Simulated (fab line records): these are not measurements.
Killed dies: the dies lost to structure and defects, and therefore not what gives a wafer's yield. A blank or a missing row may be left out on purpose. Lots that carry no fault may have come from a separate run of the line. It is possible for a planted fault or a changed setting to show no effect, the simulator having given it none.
Problem report, 8D (eight disciplines) form, completed by code ; flow berkeleyCmos170 ; the parts of the form that need people (team, actions taken, sign-off) are left out

## 1. PROBLEM STATEMENT
Wafers with no fault read 0.5002 Pa with a standard deviation of 0.001, whereas chamberPressurePa at UCB170_M3_SPUTTER_01 reads a mean of 0.4387 Pa on 1 wafer of 1 lot. That puts it -62 standard deviations away from the usual mean.
The step: material Al, target thk 900 nm, time 120 s.
First observed at day 8 09:02: wafer L210.3, on pvdSputter-03. Wafers with a number at this step in the record: 39, from 13 lots. Rule for "out" (also "out of limits"): further than 4 standard deviations from the usual mean. Any other wafer with a number is counted as sound.

## 2. WHAT THIS IS AND IS NOT
question;is;is not
which readings at this step;chamberPressurePa;-
which lots;L210;L209, L211, L212, L221, L223, L225, L226, L227, L228, L230, L231, L232
which wafers of those lots;L210.3;L210.5, L210.6
read on which tools;pvdSputter-03;pvdSputter-01, pvdSputter-02
when;from day 8 09:02;"up to then (11 sound wafers); but 27 sound wafers of L221, L223, L225, L226, L227, L228, L230, L231, L232 came after"

## 3. SUSPECTS, AND WHAT RULES EACH OUT
Counting: a tool at a process step up to the reading stays a suspect if it ran every lot that is out. Sound lots after the first of them don't rule it out here, since some wafers of a struck lot are sound.
- rieDiel-04 at UCB170_CONTACT_ETCH_17 (etches BARC in N2/H2): kept. It ran the lot that is out, L210 (day 7 19:25).
- pecvd-01 at UCB170_V2_CVD_00 (deposits SiO2 from TEOS/O2, target thk 2000 nm, time 250 s): kept. L210, the lot that is out, went through it at day 8 06:26; up to then, the latest sound lot through it was L209 at day 8 04:09.
- pvdSputter-03 at UCB170_M3_SPUTTER_01 (material Al, target thk 900 nm, time 120 s): kept. L210, the lot that is out, went through it at day 8 09:02; up to then, the latest sound lot through it was L211 at day 8 07:03. Its own readings are out on those wafers: chamberPressurePa.
- Within rieDiel-04 at UCB170_CONTACT_ETCH_17: the wafers that are out ran in chamber 3; their sound lot-mates ran in chambers 1, 2.
Still standing after the count: rieDiel-04 at UCB170_CONTACT_ETCH_17, pecvd-01 at UCB170_V2_CVD_00, pvdSputter-03 at UCB170_M3_SPUTTER_01.

## 4. THE CAUSE (what the simulator had put in)
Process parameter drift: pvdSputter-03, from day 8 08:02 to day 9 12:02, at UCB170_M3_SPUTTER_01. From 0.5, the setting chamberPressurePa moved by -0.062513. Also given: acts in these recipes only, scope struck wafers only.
3 suspects survive the count, and this tool is in that group.

## 5. THE CHAIN OF EFFECTS, in route order
Each row: a reading whose mean over the struck wafers that have a number lies more than 3 standard deviations from the usual. Only readings for which the record gives a usual standard deviation are gone through. hours: the time from each lot's start at the first step in this table that gives one to its start at this step, as a median over the lots. sigmas: the change in usual standard deviations.
hours;step;reading;usual;on struck wafers;change;sigmas
0;UCB170_M3_SPUTTER_01;chamberPressurePa;0.5002 Pa;0.4387;-0.0615;-62
0;UCB170_M3_RS_MEAS_02;M3_AL_RS;0.0323 ohm/sq;0.0310;-0.0013;-3.7
It contains these process steps:
- UCB170_M3_SPUTTER_01: material Al, target thk 900 nm, time 120 s.
Later measuring or inspecting steps at which every struck wafer that the step has a row for has a number for every such reading, and none has moved that far: UCB170_M3_OVL_MEAS_16.

## 6. HOW IT WOULD HAVE BEEN CAUGHT EARLIER
In this record the first reading out of limits was taken at day 8 09:02, 1 hour after the fault began at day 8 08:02.
